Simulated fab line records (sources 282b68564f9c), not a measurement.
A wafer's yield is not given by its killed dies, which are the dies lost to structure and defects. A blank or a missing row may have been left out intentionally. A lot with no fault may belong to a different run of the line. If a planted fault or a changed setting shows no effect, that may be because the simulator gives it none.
Problem report in the 8D (eight disciplines) form, filled by code | flow rit-cmos | the parts of the form that need people (team, actions taken, sign-off) are left out

1. WHAT WENT WRONG
Wafers without a fault read 7, standard deviation 3.1; killed-at-front-end at RIT_M1_PROBE_99 reads a mean of 264 on 6 wafers belonging to 2 lots. That puts it +83 standard deviations away from the usual mean.
First seen on wafer L664.1, day 5 00:55, on prober-02. The record holds 6 wafers of 2 lots with a number at this step. The rule behind "out" and "out of limits": a value lying over 4 standard deviations away from the usual mean. All remaining wafers that have a number are taken as sound.

2. WHAT IT IS, WHAT IT ISN'T
question                    | is                                              | is not
which readings at this step | killed-at-front-end, killed-dies, killed-on-rim | killed_at_M0_to_M3, killed-at-contacts, killed-open
which lots                  | L664, L668                                      | -
which wafers of those lots  | all that have a number                          | -
read on which tools         | prober-02                                       | -
when                        | from day 5 00:55                                | up to then (0 sound wafers)

3. SUSPECTS, AND WHAT RULES EACH OUT
Counting: a tool at a process step up to the reading stays a suspect if it ran every lot that is out and no sound lot after the first of them.
- iline-stepper-01 at RIT_NWELL_EXPOSE_03 (exposes mask M2, target cd 43900 nm): kept. It ran every lot that is out, first L664 (day 3 07:52), and no sound lot after that.
- prober-02 at RIT_M1_PROBE_99: kept. It ran every lot that is out, first L664 (day 5 00:55), and no sound lot after that. Out on those wafers are its own readings of killed-at-front-end, killed-dies, killed-on-rim.
The count leaves prober-02 at RIT_M1_PROBE_99 and iline-stepper-01 at RIT_NWELL_EXPOSE_03.

4. THE CAUSE (what the simulator had put in)
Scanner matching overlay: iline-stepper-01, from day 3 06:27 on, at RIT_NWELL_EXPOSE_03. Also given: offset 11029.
Counting leaves 2 suspects; this tool is one of them.

5. THE EFFECT CHAIN, in route order
Each row: a reading whose mean over the struck wafers that have a number lies more than 3 standard deviations from the usual. Scope: only readings with a usual standard deviation given in the record; hours: median across lots of the time from each lot's start at the first step in this table that gives one to its start at this step; sigmas: change in usual standard deviations.
hours | step            | reading             | usual | on struck wafers | change | sigmas
0     | RIT_M1_PROBE_99 | killed-at-front-end | 7     | 264              | +257   | +83
0     | RIT_M1_PROBE_99 | killed-dies         | 7     | 264              | +257   | +83
0     | RIT_M1_PROBE_99 | killed-on-rim       | 1.9   | 70.0             | +68.1  | +45
It contains these process steps:
- RIT_M1_PROBE_99
Readings that are blank on the struck wafers while sound wafers have them: NWELL_OVL at RIT_NWELL_OVL_MEAS_06.

6. HOW IT WOULD HAVE BEEN CAUGHT EARLIER
In this record the first reading out of limits was taken at day 5 00:55, 42 hours after the fault began at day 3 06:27.
Between RIT_NWELL_EXPOSE_03 and RIT_M1_PROBE_99, RIT_NWELL_OVL_MEAS_06 gave no NWELL_OVL on the struck wafers, where sound wafers have one: a measuring or inspecting step that comes back empty is itself a sign.
By day 5 00:55, every lot that is out (2) had started RIT_NWELL_EXPOSE_03 on iline-stepper-01. None of them would have been spared by holding the tool at that moment.
